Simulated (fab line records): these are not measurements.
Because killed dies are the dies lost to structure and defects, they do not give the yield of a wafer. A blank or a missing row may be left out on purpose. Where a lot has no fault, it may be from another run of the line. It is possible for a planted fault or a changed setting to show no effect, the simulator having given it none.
Tool commonality check / flow berkeley cmos170 / 42 wafers sampled across 14 lots

== WHY THIS WAS OPENED ==
UCB170_NWELL_TW_MEAS_16, reading NWELL_TW: flagged on 2 of 14 lots. Fault-free wafers read 1235, with a standard deviation of 13.
Rule: flag the lot when none of its wafers has a number, or when each of its wafers that has one lies beyond 4 standard deviations from that mean. The other lots count as sound.

lot=L739; measured=day 2 08:11; on=film metro-01; NWELL_TW, wafer by wafer=1215 1220 1229; flag=
lot=L741; measured=day 2 17:07; on=film metro-01; NWELL_TW, wafer by wafer=1222 1229 1227; flag=
lot=L740; measured=day 2 17:11; on=film metro-04; NWELL_TW, wafer by wafer=1252 1241 1242; flag=
lot=L742; measured=day 3 00:10; on=film metro-04; NWELL_TW, wafer by wafer=1252 1250 1252; flag=
lot=L743; measured=day 3 06:43; on=film metro-01; NWELL_TW, wafer by wafer=1224 1222 1216; flag=
lot=L745; measured=day 3 21:36; on=film metro-04; NWELL_TW, wafer by wafer=1243 1247 1246; flag=
lot=L746; measured=day 3 21:39; on=film metro-02; NWELL_TW, wafer by wafer=1246 1242 1247; flag=
lot=L747; measured=day 4 02:56; on=film metro-02; NWELL_TW, wafer by wafer=1247 1252 1248; flag=
lot=L748; measured=day 4 12:14; on=film metro-01; NWELL_TW, wafer by wafer=1110 1112 1106; flag=FLAGGED
lot=L749; measured=day 4 12:24; on=film metro-02; NWELL_TW, wafer by wafer=1247 1246 1247; flag=
lot=L750; measured=day 4 23:13; on=film metro-01; NWELL_TW, wafer by wafer=1114 1109 1105; flag=FLAGGED
lot=L754; measured=day 5 22:30; on=film metro-02; NWELL_TW, wafer by wafer=1253 1252 1244; flag=
lot=L760; measured=day 7 04:23; on=film metro-02; NWELL_TW, wafer by wafer=1256 1244 1246; flag=
lot=L762; measured=day 7 09:50; on=film metro-04; NWELL_TW, wafer by wafer=1233 1231 1236; flag=
The mean of the flagged lots' numbers is 1109, -126 from the usual (-10 standard deviations).

== TOOL THAT RAN EACH LOT ==
The record holds 1 process step before the reading, out of a route of 331 steps. Read each cell as the tool, then ch plus the chambers that the sampled wafers visited, then the start.
lot=L739; flag=; UCB170_NWELL_IMPLANT_14=implanter-01 ch 0, day 2 07:56
lot=L741; flag=; UCB170_NWELL_IMPLANT_14=implanter-03 ch 0, day 2 16:52
lot=L740; flag=; UCB170_NWELL_IMPLANT_14=implanter-02 ch 0, day 2 16:57
lot=L742; flag=; UCB170_NWELL_IMPLANT_14=implanter-03 ch 0, day 2 23:56
lot=L743; flag=; UCB170_NWELL_IMPLANT_14=implanter-03 ch 0, day 3 06:28
lot=L745; flag=; UCB170_NWELL_IMPLANT_14=implanter-02 ch 0, day 3 21:21
lot=L746; flag=; UCB170_NWELL_IMPLANT_14=implanter-03 ch 0, day 3 21:24
lot=L747; flag=; UCB170_NWELL_IMPLANT_14=implanter-03 ch 0, day 4 02:41
lot=L748; flag=FLAGGED; UCB170_NWELL_IMPLANT_14=implanter-03 ch 0, day 4 12:00
lot=L749; flag=; UCB170_NWELL_IMPLANT_14=implanter-01 ch 0, day 4 12:09
lot=L750; flag=FLAGGED; UCB170_NWELL_IMPLANT_14=implanter-03 ch 0, day 4 22:58
lot=L754; flag=; UCB170_NWELL_IMPLANT_14=implanter-01 ch 0, day 5 22:16
lot=L760; flag=; UCB170_NWELL_IMPLANT_14=implanter-01 ch 0, day 7 04:10
lot=L762; flag=; UCB170_NWELL_IMPLANT_14=implanter-01 ch 0, day 7 09:36
What is done by these steps:
- UCB170_NWELL_IMPLANT_14
- UCB170_NWELL_TW_MEAS_16

== FLAGGED OVER TOTAL, TOOL BY TOOL (the gauges that took the reading come last) ==
step=UCB170_NWELL_IMPLANT_14; tool=implanter-01; lots run=5; flagged=0; share of the flagged lots=none; sound lots run after its first flagged lot=-
step=UCB170_NWELL_IMPLANT_14; tool=implanter-02; lots run=2; flagged=0; share of the flagged lots=none; sound lots run after its first flagged lot=-
step=UCB170_NWELL_IMPLANT_14; tool=implanter-03; lots run=7; flagged=2; share of the flagged lots=all; sound lots run after its first flagged lot=0
step=UCB170_NWELL_TW_MEAS_16; tool=film metro-01; lots run=5; flagged=2; share of the flagged lots=all; sound lots run after its first flagged lot=0
step=UCB170_NWELL_TW_MEAS_16; tool=film metro-02; lots run=5; flagged=0; share of the flagged lots=none; sound lots run after its first flagged lot=-
step=UCB170_NWELL_TW_MEAS_16; tool=film metro-04; lots run=4; flagged=0; share of the flagged lots=none; sound lots run after its first flagged lot=-

== WHAT THE TABLE PERMITS ==
Rows of the table that ran all the flagged lots, 2 in number: implanter-03 at UCB170_NWELL_IMPLANT_14; film metro-01 at UCB170_NWELL_TW_MEAS_16.
- implanter-03 at UCB170_NWELL_IMPLANT_14: 2 of its 7 lots flagged. Last sound lot L747 at day 4 02:41, first flagged lot L748 at day 4 12:00; a fault beginning in between fits. Its own readings (beam energy keV) fall more than 4 standard deviations out on all wafers of the flagged lots.
- film metro-01 at UCB170_NWELL_TW_MEAS_16: 2 of its 5 lots flagged. Last sound lot L743 at day 3 06:43, first flagged lot L748 at day 4 12:14; a fault beginning in between fits.
A lot count leaves these 2 tools indistinguishable: every one of them fits a fault beginning at some hour. More lots, or a look at what each step does to the wafer, might.

== WHAT THE SIMULATOR HAD PUT IN ==
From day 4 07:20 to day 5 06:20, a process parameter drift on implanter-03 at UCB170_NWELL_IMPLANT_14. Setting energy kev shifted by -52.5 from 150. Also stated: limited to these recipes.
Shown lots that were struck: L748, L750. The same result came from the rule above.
